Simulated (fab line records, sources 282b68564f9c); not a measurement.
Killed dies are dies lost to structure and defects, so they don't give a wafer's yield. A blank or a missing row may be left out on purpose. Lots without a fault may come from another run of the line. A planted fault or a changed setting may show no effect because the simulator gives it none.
fab line records | flow rit_cmos | part 2 of 2: steps 28 to 37 of 37
record lots=5 wafers=15 last_day=7
route steps=202 shown NLDD@105 PLDD@114 SPACER@125 NSD@131
lots that met no fault: from a run of the same line without faults
start_h: hours from the record's first day to the start of the lot's first wafer shown | wait_h: hours since the lot's step before | " the same as in the row above | L1.1+2: a row that stands for several wafers | - no value, or no start given | * or withheld: withheld | < > ~ a bound
route shown NAME@n: a module of which the file shows steps, and the number in the route of the first | usual: mean/standard deviation of fault-free wafers | same: alike in all rows | chamber/n: place in a boat | sites: the reading at each site | _std_site: their standard deviation | _edge_site: outer sites' mean less inner sites' | radius_mm: how far each site lies from the wafer's centre | mask NAME#n: copy n | behind: the tool/chamber that last shaped the wafer | hold: why the lot was held/for how many hours/how that ended | device: the transistor (n, p or np) that didn't switch | end of line: the same wafers' tests at the end of the route | a step without rows: its recipe alone | killed: dies lost to structure and defects at the first sort, not the wafer's yield | map: a wafer's dies, x killed, . not, _ none there
set.NAME: the setting as run; set.NAME@STEP: as run at that earlier step | model.NAME: the simulator's own value behind a step, which no gauge read
lots at some steps of the route; a table a step, a row a wafer
services: from which hour (start_h, from the record's first day; less than 0 if before it) a tool's chamber was out of use, for how many hours, and why
## steps
# step RIT_NSD_COAT_01
# recipe resist=NOVOLAK spin_rpm=3250 resist_thk_nm=1000
# usual resist_line_temp_C=23.02/0.089 spin_speed_rpm=3249.7/1.8
# columns lot.wafer tool chamber start_h wait_h resist_line_temp_C spin_speed_rpm
L076.1 litho_track-02 0 60.35 0.1 23.00 3249.7
L076.4 " 0 " " 22.93 3249.0
L076.5 " 0 " " 22.74 3250.1
L086.4 litho_track-02 0 113.70 0.1 23.01 3250.2
L086.5 " 0 " " 23.02 3249.4
L086.6 " 0 " " 23.00 3251.4
L087.1 litho_track-03 0 121.55 0.1 23.07 3250.0
L087.5 " 0 " " 23.06 3250.1
L087.6 " 0 " " 23.16 3253.8
L091.1 litho_track-04 0 144.46 0.1 23.15 3247.5
L091.3 " 0 " " 23.03 3248.2
L091.6 " 0 " " 23.03 3247.8
L094.1 litho_track-03 0 162.04 0.1 23.02 3251.7
L094.2 " 0 " " 23.12 3250.3
L094.6 " 0 " " 22.88 3248.1
# step RIT_NSD_SOFTBAKE_02
# recipe resist=NOVOLAK temp_c=90 time_s=60
# usual resist_line_temp_C=23.00/0.1
# columns lot.wafer tool chamber start_h wait_h resist_line_temp_C
L076.1 litho_track-02 0 60.50 0.1 23.06
L076.4 " 0 " " 23.07
L076.5 " 0 " " 22.97
L086.4 litho_track-02 0 113.85 0.1 22.97
L086.5 " 0 " " 22.90
L086.6 " 0 " " 23.06
L087.1 litho_track-03 0 121.70 0.1 22.99
L087.5 " 0 " " 22.95
L087.6 " 0 " " 23.04
L091.1 litho_track-04 0 144.61 0.1 22.70
L091.3 " 0 " " 22.96
L091.6 " 0 " " 22.77
L094.1 litho_track-03 0 162.19 0.1 23.05
L094.2 " 0 " " 22.97
L094.6 " 0 " " 22.95
# step RIT_NSD_EXPOSE_03
# recipe mask_id=M9 na=0.57 target_cd_nm=40700 dose_mj=250
# columns lot.wafer tool chamber start_h wait_h mask
L076.1+4+5 iline_stepper-01 0 60.65 0.1 M9#0
L086.4+5+6 iline_stepper-02 0 113.98 0.1 M9#0
L087.1+5+6 iline_stepper-01 0 122.02 0.3 M9#0
L091.1+3+6 iline_stepper-02 0 144.89 0.2 M9#0
L094.1+2+6 iline_stepper-02 0 162.46 0.2 M9#0
# step RIT_NSD_PEB_04
# recipe resist=NOVOLAK temp_c=withheld time_s=withheld
# usual resist_line_temp_C=*
# columns lot.wafer tool chamber start_h wait_h resist_line_temp_C
L076.1 litho_track-03 0 60.95 0.3 *
L076.4 " 0 " " *
L076.5 " 0 " " *
L086.4 litho_track-02 0 114.12 0.1 *
L086.5 " 0 " " *
L086.6 " 0 " " *
L087.1 litho_track-02 0 122.14 0.1 *
L087.5 " 0 " " *
L087.6 " 0 " " *
L091.1 litho_track-04 0 145.00 0.1 *
L091.3 " 0 " " *
L091.6 " 0 " " *
L094.1 litho_track-03 0 162.65 0.2 *
L094.2 " 0 " " *
L094.6 " 0 " " *
# step RIT_NSD_DEVELOP_05
# recipe resist=NOVOLAK develop_time_s=50 dev_temp_c=23
# usual resist_line_temp_C=23.03/0.099
# columns lot.wafer tool chamber start_h wait_h resist_line_temp_C
L076.1 litho_track-03 0 - - 23.02
L076.4 " 0 " " 23.15
L076.5 " 0 " " 23.12
L086.4 litho_track-02 0 - - 22.97
L086.5 " 0 " " 23.09
L086.6 " 0 " " 23.24
L087.1 litho_track-02 0 - - 23.14
L087.5 " 0 " " 23.27
L087.6 " 0 " " 23.04
L091.1 litho_track-04 0 - - 23.08
L091.3 " 0 " " 23.19
L091.6 " 0 " " 23.09
L094.1 litho_track-03 0 - - 22.94
L094.2 " 0 " " 23.03
L094.6 " 0 " " 22.96
# step RIT_NSD_OVL_MEAS_06
# usual NSD_OVL=-0.4/1.6
# columns lot.wafer tool chamber start_h wait_h NSD_OVL[nm]
L076.1 overlay-02 - 61.24 - 1.0
L076.4 " - " " 1.1
L076.5 " - " " 1.1
L086.4 overlay-01 - 114.34 - 1.6
L086.5 " - " " 2.0
L086.6 " - " " 2.2
L087.1 overlay-02 - 122.42 - -0.3
L087.5 " - " " 0.0
L087.6 " - " " -0.1
L091.1 overlay-01 - 145.29 - 1.1
L091.3 " - " " -1.3
L091.6 " - " " -0.5
L094.1 overlay-01 - 162.94 - 0.4
L094.2 " - " " 0.2
L094.6 " - " " -0.3
# step RIT_NSD_HARDBAKE_07
# recipe resist=NOVOLAK temp_c=140 time_s=60
# usual resist_line_temp_C=22.99/0.11
# columns lot.wafer tool chamber start_h wait_h resist_line_temp_C
L076.1 litho_track-02 0 61.27 0.0 23.10
L076.4 " 0 " " 22.98
L076.5 " 0 " " 23.14
L086.4 litho_track-04 0 114.44 0.1 22.94
L086.5 " 0 " " 23.02
L086.6 " 0 " " 22.96
L087.1 litho_track-03 0 122.46 0.0 23.15
L087.5 " 0 " " 23.03
L087.6 " 0 " " 22.91
L091.1 litho_track-04 0 145.32 0.0 22.85
L091.3 " 0 " " 22.74
L091.6 " 0 " " 23.00
L094.1 litho_track-04 0 163.15 0.2 23.01
L094.2 " 0 " " 23.15
L094.6 " 0 " " 23.12
# step RIT_NSD_IMPLANT_08
# recipe species=P energy_kev=25 dose_cm2=1e+15 tilt_deg=7
# usual faraday_current_uA=3133/64
# columns lot.wafer tool chamber start_h wait_h faraday_current_uA
L076.1 implanter-03 0 61.42 0.1 3201
L076.4 " 0 " " 3075
L076.5 " 0 " " 3263
L086.4 implanter-04 0 114.59 0.1 3052
L086.5 " 0 " " 3132
L086.6 " 0 " " 3114
L087.1 implanter-02 0 122.61 0.1 3175
L087.5 " 0 " " 3118
L087.6 " 0 " " 3031
L091.1 implanter-02 0 145.47 0.1 3156
L091.3 " 0 " " 3116
L091.6 " 0 " " 3214
L094.1 implanter-02 0 163.30 0.1 3097
L094.2 " 0 " " 3153
L094.6 " 0 " " 3126
# step RIT_NSD_STRIP_09
# recipe chemistry=O2 time_s=180 resist=NOVOLAK platen_temp_c=withheld power_w=500 pressure_mtorr=4000 o2_flow_sccm=4000
# usual drypump_motor_current_A=5.5/0.5 o2_flow_sccm=4000/12
# columns lot.wafer tool chamber start_h wait_h drypump_motor_current_A o2_flow_sccm rf_hours_counter_h
L076.1 plasma_asher-01 0 61.57 0.1 5.3 3989 34
L076.4 " 1 " " 4.9 4010 -
L076.5 " 0 " " 5.3 4001 -
L086.4 plasma_asher-01 0 114.72 0.1 5.3 4006 -
L086.5 " 0 " " 5.3 3993 -
L086.6 " 1 " " 4.9 3980 -
L087.1 plasma_asher-02 0 122.76 0.1 6.5 4012 0
L087.5 " 1 " " 5.9 4012 -
L087.6 " 0 " " 6.5 4010 -
L091.1 plasma_asher-01 1 145.62 0.1 4.9 3983 42
L091.3 " 0 " " 5.3 4005 -
L091.6 " 1 " " 4.9 3992 -
L094.1 plasma_asher-02 0 163.45 0.1 6.5 3990 4
L094.2 " 1 " " 5.9 3995 4
L094.6 " 1 " " 5.9 3995 -
# step RIT_NSD_TW_MEAS_10
# usual NSD_TW=3126/29
# columns lot.wafer tool chamber start_h wait_h NSD_TW
L076.1 film_metro-03 - 61.75 0.1 3144
L076.4 " - " " 3146
L076.5 " - " " 3137
L086.4 film_metro-01 - 114.87 0.1 3121
L086.5 " - " " 3125
L086.6 " - " " 3134
L087.1 film_metro-01 - 122.93 0.1 3096
L087.5 " - " " 3099
L087.6 " - " " 3104
L091.1 film_metro-04 - 145.80 0.1 3106
L091.3 " - " " 3092
L091.6 " - " " 3092
L094.1 film_metro-01 - 163.62 0.1 3099
L094.2 " - " " 3090
L094.6 " - " " 3102
## services
# columns tool chamber start_h hours kind
iline_stepper-01 - 35.63 7.5 repair
plasma_asher-03 - 54.35 4.3 repair
plasma_asher-01 - 54.84 6.3 repair
iline_stepper-02 - 60.80 1.7 pm
rie_diel-02 - 65.82 14.6 pm
lpcvd-01 - 67.23 0.5 repair
iline_stepper-01 - 73.14 2.1 pm
implanter-02 - 80.94 8.9 repair
implanter-01 - 88.52 3.7 pm
implanter-03 - 94.88 2.2 repair
plasma_asher-02 - 108.75 9.0 pm
implanter-03 - 112.20 2.0 pm
implanter-01 - 114.42 3.3 repair
iline_stepper-02 - 120.50 3.4 repair
rie_diel-03 0 120.68 3.1 repair
implanter-03 - 122.91 56.3 pm
wet_bench-01 - 138.83 1.8 repair
iline_stepper-01 - 140.96 1.7 pm
implanter-04 - 142.09 4.7 pm
lpcvd-02 - 144.10 0.8 pm
implanter-01 - 146.74 3.3 pm
lpcvd-01 - 147.07 1.4 repair
rie_diel-02 0 156.97 3.9 repair
lpcvd-02 - 161.68 2.8 pm
